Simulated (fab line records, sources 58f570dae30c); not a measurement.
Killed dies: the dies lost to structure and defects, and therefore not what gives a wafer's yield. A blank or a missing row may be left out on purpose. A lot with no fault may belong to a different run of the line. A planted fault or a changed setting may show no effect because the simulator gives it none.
A struck lot beside a sound one	flow berkeley cmos170	24 out of 331 route steps
Sound: the wafers L873.1, L873.2, L873.5. Wafers L885.1, L885.4, L885.5 were the ones struck. The cause is given at the end.
At each step with rows: each side's tool, then ch and its chambers, then its first start. Under that, the readings that differ: sound wafers	struck wafers	difference of the means	sigmas: that difference in standard deviations of wafers without a fault.
alike: words and numbers the same on both sides, and readings whose means are apart by under 2 such deviations; not compared: readings that were withheld, readings missing a value for some wafer, numbers with overlapping values and no deviation given by the record, and bounds like >300 which may hide the same value.
The two part at a step that has a row with sigmas, a row that says differs or no value, or rows on one side only. Numbers that don't overlap but have no deviation are shown without sigmas and don't part them. A reading missing from all wafers of one side parts the sides only when that side holds two or more wafers.

first, 6 steps without rows for these wafers: UCB170_ZERO_HMDS_00 (prime time 60 s); UCB170_ZERO_COAT_01 (resist thk 900 nm); UCB170_ZERO_SOFTBAKE_02 (time 60 s); UCB170_ZERO_EXPOSE_03 (exposes mask PM MARKS, target cd 4000 nm); UCB170_ZERO_PEB_04; UCB170_ZERO_DEVELOP_05 (develop time 45 s).
UCB170_ZERO_ETCH_06: etches SiO2 in CHF3/CF4/Ar, time 12 s.
  sound on rie diel-04 ch 1,2,3, day 2 05:28; struck on rie diel-02 ch 0,1,3, day 4 11:28
  alike: drypump motor current A, mfc ar sccm, oes product au, throttle valve pct
  not compared: rf hours counter h
UCB170_ZERO_STRIP_07: strips in O2.
  sound on plasma asher-03 ch 0,1, day 2 05:29; struck on plasma asher-03 ch 0,1, day 4 11:29
  alike: drypump motor current A, oes product au, strip time to endpoint s
  not compared: rf hours counter h
then, 2 steps without rows for these wafers: UCB170_NWELL_WET_ETCH_00 (etches SiO2 in dHF, time 200 s); UCB170_NWELL_OXIDATION_01 (target thk 26.4 nm, ox time 1260 s).
UCB170_NWELL_THK_MEAS_02:
  struck on film metro-01, day 4 15:41; sound on film metro-04, day 2 11:51
  alike: NWELL_OXIDE_THK
then, 1 step without rows for these wafers: UCB170_NWELL_ANNEAL_03 (time 900 s).
UCB170_NWELL_CVD_04: deposits Si3N4 from SiH2Cl2/NH3, target thk 224 nm, time 3360 s.
  sound on lpcvd-02 ch 1, day 2 18:09; struck on lpcvd-02 ch 0, day 4 22:07
reading	sound	struck	difference	sigmas
sih2cl2 flow sccm (sccm)	25.09 25.11 24.89	29.86 29.94 29.99	+4.90	+74
model.Si3N4_of_NWELL_CVD_04.thk nm (nm)	222.4 222.5 223.5	237.1 238.2 237.3	+14.7	
  alike: susceptor temp C
UCB170_NWELL_THK_MEAS_05:
  struck on film metro-03, day 5 00:03; sound on film metro-01, day 2 20:05
reading	sound	struck	difference	sigmas
NWELL_NITRIDE_THK (nm)	222.2 222.7 223.5	237.2 238.1 237.2	+14.7	+8
then, 6 steps without rows for these wafers: UCB170_NWELL_HMDS_06 (prime time 60 s); UCB170_NWELL_COAT_07 (resist thk 900 nm); UCB170_NWELL_SOFTBAKE_08 (time 60 s); UCB170_NWELL_EXPOSE_09 (exposes mask NWELL, target cd 3000 nm); UCB170_NWELL_PEB_10; UCB170_NWELL_DEVELOP_11 (develop time 45 s).
UCB170_NWELL_OVL_MEAS_12:
  struck on overlay-02, day 5 00:57; sound on overlay-01, day 2 21:17
  alike: NWELL_OVL
UCB170_NWELL_ETCH_13: etches Si3N4 in CH3F/Ar/O2, stops on SiO2, target depth 246.4 nm, time 154 s.
  sound on rie diel-02 ch 0,1,2, day 2 21:19; struck on rie diel-03 ch 0,2,3, day 5 00:59
reading	sound	struck	difference	sigmas
oes product au (a.u.)	0.940 0.921 0.950	0.967 0.949 0.986	+0.030	+2
model.etch.depth nm (nm)	222.4 222.5 223.5	237.1 238.2 237.3	+14.7	
  alike: drypump motor current A, mfc ar sccm, throttle valve pct
  not compared: rf hours counter h
then, 1 step without rows for these wafers: UCB170_NWELL_IMPLANT_14.
UCB170_M3_PROBE_99:
  rows exist in the record for the sound wafers here (prober-01, day 9 18:56), none for the struck ones

== WHERE THEY PART ==
Earliest at UCB170_NWELL_CVD_04; latest, in this record, at UCB170_M3_PROBE_99.

WHY: what had been put in by the simulator
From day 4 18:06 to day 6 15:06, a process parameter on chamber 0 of lpcvd-02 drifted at UCB170_NWELL_CVD_04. Setting sih2cl2 flow sccm shifted by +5 from 25. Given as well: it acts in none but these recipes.
